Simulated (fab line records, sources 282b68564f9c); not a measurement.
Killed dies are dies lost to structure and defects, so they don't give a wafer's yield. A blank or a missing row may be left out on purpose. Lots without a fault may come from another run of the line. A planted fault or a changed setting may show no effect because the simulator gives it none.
Which tool did it? | flow rit_cmos | 14 lots, 42 wafers sampled, at 4 steps of a route of 202

WHAT THE GAUGES READ, wafer by wafer
RIT_PWELL_OVL_MEAS_06.
lot  | measured    | on         | PWELL_OVL (nm)
L129 | day 1 22:47 | overlay-01 | 0.0 0.2 -1.9
L130 | day 2 04:49 | overlay-02 | 3.4 1.6 2.8
L131 | day 2 10:34 | overlay-02 | -1.4 -1.4 -2.2
L132 | day 2 17:07 | overlay-02 | -0.2 -0.9 0.5
L133 | day 3 02:29 | overlay-01 | -0.4 -1.7 -1.8
L134 | day 3 06:34 | overlay-01 | -0.8 -0.7 0.1
L135 | day 3 10:05 | overlay-02 | -0.9 0.1 1.5
L141 | day 4 15:47 | overlay-02 | -1.3 0.3 1.1
L142 | day 4 20:59 | overlay-02 | 1.9 1.3 0.7
L146 | day 5 11:34 | overlay-01 | -1.5 -0.2 -2.0
L147 | day 5 19:50 | overlay-02 | -0.3 -0.9 -0.8
L149 | day 6 04:13 | overlay-02 | -1.6 -0.1 0.2
L150 | day 6 11:01 | overlay-02 | 0.0 -1.0 -0.7
L152 | day 6 18:54 | overlay-02 | 1.3 0.7 2.3

RIT_M1_OVL_MEAS_10.
lot  | measured    | on         | M1_OVL (nm)
L129 | day 3 16:52 | overlay-01 | -0.8 -0.1 -2.6
L130 | day 3 21:14 | overlay-01 | 0.6 0.4 0.0
L131 | day 4 01:31 | overlay-01 | -1.1 -2.5 -1.6
L132 | day 4 06:33 | overlay-02 | -0.7 -0.2 0.5
L133 | day 4 14:07 | overlay-01 | -4.1 -2.8 -4.2
L134 | day 4 18:46 | overlay-01 | 1.0 1.7 1.4
L135 | day 4 22:53 | overlay-01 | 0.4 0.1 1.4
L141 | day 6 01:38 | overlay-02 | -2.1 -2.5 -2.7
L142 | day 6 04:58 | overlay-01 | -1.4 -0.3 0.4
L146 | day 6 20:57 | overlay-02 | 0.8 -0.1 1.0
L147 | day 7 12:38 | overlay-01 | -3.6 -2.9 -4.2
L149 | day 8 09:16 | overlay-02 | -1.1 0.2 0.2
L150 | day 8 10:10 | overlay-02 | -2.0 -2.3 -1.7
L152 | day 8 17:07 | overlay-02 | 0.3 1.5 -0.4

WHICH TOOL RAN EACH LOT (tool, then ch and the chambers of the sampled wafers, then the start)
lot  | RIT_NSD_IMPLANT_08             | RIT_PSD_STRIP_09
L129 | implanter-03 ch 0, day 3 09:49 | plasma_asher-03 ch 1, day 3 11:22
L130 | implanter-02 ch 0, day 3 13:59 | plasma_asher-03 ch 0,1, day 3 15:41
L131 | implanter-04 ch 0, day 3 18:13 | plasma_asher-04 ch 0,1, day 3 20:02
L132 | implanter-02 ch 0, day 3 23:19 | plasma_asher-04 ch 0,1, day 4 01:04
L133 | implanter-04 ch 0, day 4 06:53 | plasma_asher-04 ch 0,1, day 4 08:35
L134 | implanter-04 ch 0, day 4 11:10 | plasma_asher-04 ch 0,1, day 4 12:50
L135 | implanter-04 ch 0, day 4 15:33 | plasma_asher-04 ch 0, day 4 17:14
L141 | implanter-02 ch 0, day 5 18:31 | plasma_asher-03 ch 0,1, day 5 20:13
L142 | implanter-02 ch 0, day 5 21:39 | plasma_asher-04 ch 0,1, day 5 23:18
L146 | implanter-04 ch 0, day 6 13:47 | plasma_asher-03 ch 0,1, day 6 15:30
L147 | implanter-03 ch 0, day 7 05:26 | plasma_asher-04 ch 0,1, day 7 07:00
L149 | implanter-03 ch 0, day 8 01:49 | plasma_asher-03 ch 1, day 8 03:27
L150 | implanter-04 ch 0, day 8 02:20 | plasma_asher-02 ch 1, day 8 03:56
L152 | implanter-03 ch 0, day 8 09:24 | plasma_asher-04 ch 0,1, day 8 11:06
- RIT_NSD_IMPLANT_08
- RIT_PSD_STRIP_09: strips in O2, time 180 s.

WHAT THE TOOLS THEMSELVES READ (means of the sampled wafers that have a number; where no wafer has one, the mark that the record gives instead)
RIT_NSD_IMPLANT_08.
lot  | tool         | beam_energy_keV
L129 | implanter-03 | 25.001
L130 | implanter-02 | 25.005
L131 | implanter-04 | 24.999
L132 | implanter-02 | 25.012
L133 | implanter-04 | 24.999
L134 | implanter-04 | 25.010
L135 | implanter-04 | 24.999
L141 | implanter-02 | 24.095
L142 | implanter-02 | 24.100
L146 | implanter-04 | 25.007
L147 | implanter-03 | 25.005
L149 | implanter-03 | 24.999
L150 | implanter-04 | 25.002
L152 | implanter-03 | 24.998

RIT_PSD_STRIP_09.
lot  | tool            | drypump_motor_current_A (A) | o2_flow_sccm (sccm)
L129 | plasma_asher-03 | 6.4                         | 4004
L130 | plasma_asher-03 | 5.9                         | 3988
L131 | plasma_asher-04 | 6.1                         | 4003
L132 | plasma_asher-04 | 6.1                         | 3982
L133 | plasma_asher-04 | 6.2                         | 4008
L134 | plasma_asher-04 | 6.2                         | 3998
L135 | plasma_asher-04 | 6.2                         | 4006
L141 | plasma_asher-03 | 5.9                         | 3991
L142 | plasma_asher-04 | 6.2                         | 4004
L146 | plasma_asher-03 | 6.1                         | 4015
L147 | plasma_asher-04 | 6.2                         | 3989
L149 | plasma_asher-03 | 6.4                         | 4004
L150 | plasma_asher-02 | 4.9                         | 4008
L152 | plasma_asher-04 | 6.1                         | 3997

THE ANSWER, worked out from the rows above alone
Rule: what is usual is taken from the lots themselves. Put in order of their means at a reading, lots are off if they are a third of the lots or fewer, leave a main group of 4 or more, and stand apart from it by a gap of 3 or more times the standard deviation of the main group's means; of several such gaps the widest counts. A main group whose means are all the same, to the digits that the tables above print for the reading, isn't used. A lot without any number at a reading at which 4 lots or more have one is off too. The other lots that the step has rows for count as sound. The gauges are gone through in route order, then the tools' own readings, and for those a lot's mean is taken as printed above. The first step at which some lot is off is used, and at that step the reading that is off furthest; a lot without a number counts as furthest.
Off: L141, L142, at RIT_NSD_IMPLANT_08 (beam_energy_keV). The main group: mean 25.003, standard deviation 0.0045.
A tool fits if, at that step or a process step before it, it ran every lot that is off, and no sound lot after the first of them. One fits: implanter-02 at RIT_NSD_IMPLANT_08. Its last sound lot is L132 (day 3 23:19), its first lot that is off L141 (day 5 18:31): a fault that began between those two fits.
The tool's own readings at RIT_NSD_IMPLANT_08 bear it out: on the lots that are off they differ by more than 5 times the standard deviation of the sound lots' means. beam_energy_keV reads 24.098 there against 25.003 on the sound lots.

WHAT THE SIMULATOR HAD PUT IN
Process parameter drift: implanter-02, from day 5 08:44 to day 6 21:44, at RIT_NSD_IMPLANT_08. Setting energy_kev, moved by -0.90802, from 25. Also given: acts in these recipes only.
Lots struck among those shown: L141, L142. The rule above found the same.
